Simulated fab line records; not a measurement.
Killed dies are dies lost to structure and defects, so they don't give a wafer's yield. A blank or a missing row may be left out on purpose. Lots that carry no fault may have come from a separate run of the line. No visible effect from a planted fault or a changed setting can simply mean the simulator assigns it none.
Comparing a struck lot with a sound one -- flow rit cmos -- 28 steps out of a route of 202
Sound: these wafers, L963.3, L963.4, L963.5. Wafers L967.2, L967.3, L967.5 were the ones struck. Last of all comes the cause.
Each step with rows lists, per side, the tool, then ch with its chambers, then its first start. Under that, the readings that differ: sound wafers -- struck wafers -- difference of the means -- sigmas: that difference in standard deviations of wafers without a fault.
alike: a reading whose means differ by less than 2 such deviations, as well as words and numbers matching on both sides. not compared: withheld readings; readings where some wafer has no value; bounds like >300 that might hide an equal value; numbers whose values overlap and for which the record gives no deviation.
Wherever a step has rows on one side only, a row that says differs or no value, or a row with sigmas, the two part there. Non-overlapping numbers with no deviation appear without sigmas and do not part them. A reading missing from all wafers of one side parts the sides only when that side holds two or more wafers.

RIT_ACTIVE_BOW_MEAS_00:
  sound: film metro-02 at day 4 13:02; struck: film metro-02 at day 5 09:01
  alike: INCOMING_BOW
RIT_ACTIVE_OXIDATION_01: target thk 46.8 nm, ox time 3360 s.
  sound on furnace-03 ch 0, day 4 13:07; struck on furnace-03 ch 0, day 5 09:26
reading,sound,struck,difference,sigmas
model.SiO2_of_ACTIVE_OXIDATION_01.thk nm (nm),48.33 48.19 48.51,52.61 52.48 52.19,+4.08,
  alike: spike tc centre C, zone power load pct
RIT_ACTIVE_THK_MEAS_02:
  sound: film metro-02 at day 4 15:04; struck: film metro-02 at day 5 11:22
reading,sound,struck,difference,sigmas
ACTIVE_OXIDE_THK (nm),48.3 48.1 48.5,52.6 52.4 52.2,+4.1,+5
then, 1 step without rows for these wafers: RIT_ACTIVE_CVD_03 (deposits Si3N4 from SiH2Cl2/NH3, target thk 150 nm, time 1500 s).
RIT_ACTIVE_THK_MEAS_04:
  sound: film metro-02 at day 4 17:46; struck: film metro-01 at day 5 12:51
  alike: ACTIVE_NITRIDE_THK
then, 6 steps without rows for these wafers: RIT_ACTIVE_HMDS_05 (prime time 60 s); RIT_ACTIVE_COAT_06 (resist thk 1000 nm); RIT_ACTIVE_SOFTBAKE_07 (time 60 s); RIT_ACTIVE_EXPOSE_08 (exposes mask M1, target cd 1400 nm); RIT_ACTIVE_PEB_09; RIT_ACTIVE_DEVELOP_10 (develop time 50 s).
RIT_ACTIVE_CD_MEAS_11: the cd target is 1400 nm.
  sound: cd sem-02 at day 4 18:49; struck: cd sem-01 at day 5 13:53
  alike: cd nm
then, 1 step without rows for these wafers: RIT_ACTIVE_HARDBAKE_12 (time 60 s).
RIT_ACTIVE_ETCH_13: etches Si3N4 in SF6, stops on SiO2, time 210 s, target depth 210 nm.
  sound on rie diel-03 ch 0,1,3, day 4 19:02; struck on rie diel-02 ch 1,2, day 5 14:08
reading,sound,struck,difference,sigmas
drypump motor current A (A),5.9 6.5 5.7,5.3 5.3 5.3,-0.7,-2
  alike: oes product au, throttle valve pct
  not compared: rf hours counter h
RIT_ACTIVE_STRIP_14: strips in O2, time 180 s.
  sound on plasma asher-04 ch 0,1, day 4 19:14; struck on plasma asher-01 ch 0,1, day 5 14:17
  alike: drypump motor current A
  not compared: rf hours counter h
RIT_ACTIVE_CD_MEAS_90: the cd target is 1400 nm.
  sound: cd sem-01 at day 4 19:23; struck: cd sem-01 at day 5 14:28
reading,sound,struck,difference,sigmas
cd nm (nm),1402.1 1401.4 1402.7,1399.9 1398.4 1398.4,-3.2,-2
then, 4 steps without rows for these wafers: RIT_ACTIVE_CLEAN_15 (cleans in SC1, time 600 s); RIT_ACTIVE_CLEAN_16 (cleans in dHF, time 30 s); RIT_ACTIVE_CLEAN_17 (cleans in SC2, time 600 s); RIT_FOX1_OXIDATION_00 (target thk 350.7 nm, ox time 1130 s).
RIT_FOX1_THK_MEAS_01:
  sound: film metro-04 at day 4 22:25; struck: film metro-02 at day 5 17:36
  alike: FOX1_OXIDE_THK
then, 2 steps without rows for these wafers: RIT_FOX1_WET_ETCH_02 (etches SiO2 in BOE, target depth 350 nm, time 390 s); RIT_FOX2_OXIDATION_00 (target thk 350.7 nm, ox time 1130 s).
RIT_FOX2_THK_MEAS_01:
  sound: film metro-04 at day 5 00:02; struck: film metro-04 at day 5 19:10
  alike: FOX2_OXIDE_THK
then, 1 step without rows for these wafers: RIT_FOX2_CLEAN_02 (cleans in dHF, time 180 s).
RIT_FOX2_WET_ETCH_03: etches Si3N4 in H3PO4, target depth 195 nm, time 2700 s.
  sound on wet bench-02 ch 1, day 5 00:08; struck on wet bench-02 ch 3, day 5 19:17
reading,sound,struck,difference,sigmas
model.SiO2_of_ACTIVE_OXIDATION_01.thk nm (nm),42.98 42.84 43.15,46.68 44.77 44.52,+2.33,
RIT_FOX2_THK_MEAS_90:
  sound: film metro-04 at day 5 01:40; struck: film metro-01 at day 5 20:03
  alike: FIELD_OXIDE_LEFT_1_THK
RIT_M1_PROBE_99:
  sound: prober-01 at day 6 18:11; struck: prober-01 at day 7 11:14
reading,sound,struck,difference,sigmas
model.etest.pldd.width nm (nm),3175 3153 3144,3120 3101 3121,-43,
model.etest.nldd.width nm (nm),3167 3145 3169,3133 3113 3102,-44,
model.etest.nmos narrow.drive ua um,224.7 216.4 214.9,199.3 197.9 199.9,-19.6,
model.etest.pmos narrow.drive ua um,104 100 99.26,93.45 91 91.22,-9.20,
  alike: killed at contacts, killed at front end, killed dies, killed open, killed short
  not compared: model.etest.nplus sal.width nm, model.etest.pplus sal.width nm

== WHERE THEY PART ==
Last at RIT_ACTIVE_CD_MEAS_90 as far as this record goes, first at RIT_ACTIVE_THK_MEAS_02. Later steps at which nothing parts them and some readings are alike: RIT_FOX1_THK_MEAS_01, RIT_FOX2_THK_MEAS_01, RIT_FOX2_THK_MEAS_90, RIT_M1_PROBE_99.

WHY: what the simulator had put in
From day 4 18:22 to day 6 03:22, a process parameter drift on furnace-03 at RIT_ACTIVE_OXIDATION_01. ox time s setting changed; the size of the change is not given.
